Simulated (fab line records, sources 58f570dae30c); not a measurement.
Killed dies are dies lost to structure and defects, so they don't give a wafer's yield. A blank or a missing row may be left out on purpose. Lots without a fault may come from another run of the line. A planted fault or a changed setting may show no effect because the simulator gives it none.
Tool commonality check | flow berkeley_cmos170 | 15 lots, 54 wafers sampled

WHY IT WAS OPENED
At UCB170_CONTACT_OVL_MEAS_16 the reading CONTACT_OVL is flagged on 3 of 15 lots. Wafers without a fault read -3 nm, standard deviation 5.2.
Rule: a lot is flagged when every wafer of it that has a number lies more than 4 standard deviations from that mean, or none has a number. The other lots count as sound.

lot  | measured     | on         | CONTACT_OVL (nm), wafer by wafer | flag
L416 | day 8 16:28  | overlay-01 | -3 -3 -1                         |
L417 | day 8 16:49  | overlay-02 | 2 0 -6                           |
L414 | day 8 17:54  | overlay-01 | 4 6 1                            |
L415 | day 8 18:11  | overlay-02 | 4 0 3                            |
L420 | day 9 17:59  | overlay-02 | -10 -10 -10                      |
L419 | day 9 18:58  | overlay-01 | 1 7 -3                           |
L421 | day 9 20:08  | overlay-01 | 7 2 4                            |
L418 | day 9 20:10  | overlay-02 | -5 -5 -11                        |
L423 | day 9 20:31  | overlay-01 | -1 -1 4                          |
L425 | day 10 20:58 | overlay-01 | -5 0 -4                          |
L426 | day 11 01:26 | overlay-02 | 258 256 257 258 256 259          | FLAGGED
L429 | day 11 06:42 | overlay-02 | 259 256 257 261 258 258          | FLAGGED
L427 | day 11 08:56 | overlay-01 | -7 -5 -6                         |
L431 | day 11 18:37 | overlay-01 | 255 253 256 256 255 257          | FLAGGED
L434 | day 12 19:22 | overlay-01 | 3 7 6                            |
The numbers of the flagged lots are 257 nm on average: +260 nm against the usual, or +50 standard deviations.

WHICH TOOL RAN EACH LOT
The record holds 2 process steps before the reading, out of a route of 331 steps. In each cell: the tool, then ch and the chambers that the sampled wafers went through, then the start.
lot  | flag    | UCB170_SDANNEAL_RTA_00           | UCB170_CONTACT_EXPOSE_12
L416 |         | rtp_anneal-01 ch 0, day 8 11:07  | krf_scanner-02 ch 0, day 8 15:50
L417 |         | rtp_anneal-02 ch 0, day 8 11:23  | krf_scanner-01 ch 0, day 8 16:06
L414 |         | rtp_anneal-01 ch 0, day 8 11:30  | krf_scanner-02 ch 0, day 8 17:23
L415 |         | rtp_anneal-02 ch 0, day 8 11:37  | krf_scanner-02 ch 0, day 8 17:31
L420 |         | rtp_anneal-02 ch 0, day 9 13:04  | krf_scanner-02 ch 0, day 9 17:25
L419 |         | rtp_anneal-01 ch 0, day 9 13:35  | krf_scanner-01 ch 0, day 9 18:10
L421 |         | rtp_anneal-02 ch 0, day 9 13:35  | krf_scanner-01 ch 0, day 9 19:17
L418 |         | rtp_anneal-02 ch 0, day 9 14:08  | krf_scanner-01 ch 0, day 9 19:29
L423 |         | rtp_anneal-01 ch 0, day 9 14:08  | krf_scanner-02 ch 0, day 9 19:58
L425 |         | rtp_anneal-02 ch 0, day 10 14:53 | krf_scanner-01 ch 0, day 10 20:28
L426 | FLAGGED | rtp_anneal-01 ch 0, day 10 19:56 | krf_scanner-02 ch 0, day 11 00:55
L429 | FLAGGED | rtp_anneal-02 ch 0, day 11 01:57 | krf_scanner-02 ch 0, day 11 06:12
L427 |         | rtp_anneal-01 ch 0, day 11 02:09 | krf_scanner-01 ch 0, day 11 08:26
L431 | FLAGGED | rtp_anneal-01 ch 0, day 11 13:29 | krf_scanner-02 ch 0, day 11 18:07
L434 |         | rtp_anneal-01 ch 0, day 12 13:03 | krf_scanner-01 ch 0, day 12 18:52
What these steps do:
- UCB170_SDANNEAL_RTA_00: time 10 s.
- UCB170_CONTACT_EXPOSE_12: exposes mask CONT, target cd 700 nm.
- UCB170_CONTACT_OVL_MEAS_16

FLAGGED OVER TOTAL, TOOL BY TOOL (the gauges that took the reading come last)
step                       | tool           | lots run | flagged | share of the flagged lots | sound lots run after its first flagged lot
UCB170_SDANNEAL_RTA_00     | rtp_anneal-01  | 8        | 2       | some                      | 2 (L427,L434)
UCB170_SDANNEAL_RTA_00     | rtp_anneal-02  | 7        | 1       | some                      | 0
UCB170_CONTACT_EXPOSE_12   | krf_scanner-01 | 7        | 0       | none                      | -
UCB170_CONTACT_EXPOSE_12   | krf_scanner-02 | 8        | 3       | all                       | 0
UCB170_CONTACT_OVL_MEAS_16 | overlay-01     | 9        | 1       | some                      | 1 (L434)
UCB170_CONTACT_OVL_MEAS_16 | overlay-02     | 6        | 2       | some                      | 0

WHAT THE TABLE ALLOWS
1 row of the table ran every flagged lot: krf_scanner-02 at UCB170_CONTACT_EXPOSE_12.
- krf_scanner-02 at UCB170_CONTACT_EXPOSE_12: 3 of its 8 lots flagged. Its last sound lot is L423 (day 9 19:58), its first flagged lot L426 (day 11 00:55): a fault that began between those two fits.
One tool is left: krf_scanner-02 at UCB170_CONTACT_EXPOSE_12.

WHAT THE SIMULATOR HAD PUT IN
Scanner matching overlay: krf_scanner-02, from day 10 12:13 on, at UCB170_CONTACT_EXPOSE_12. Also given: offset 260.
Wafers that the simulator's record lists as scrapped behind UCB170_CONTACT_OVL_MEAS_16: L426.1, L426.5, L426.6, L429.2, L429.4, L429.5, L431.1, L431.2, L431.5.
Lots struck among those shown: L426, L429, L431. The rule above found the same.
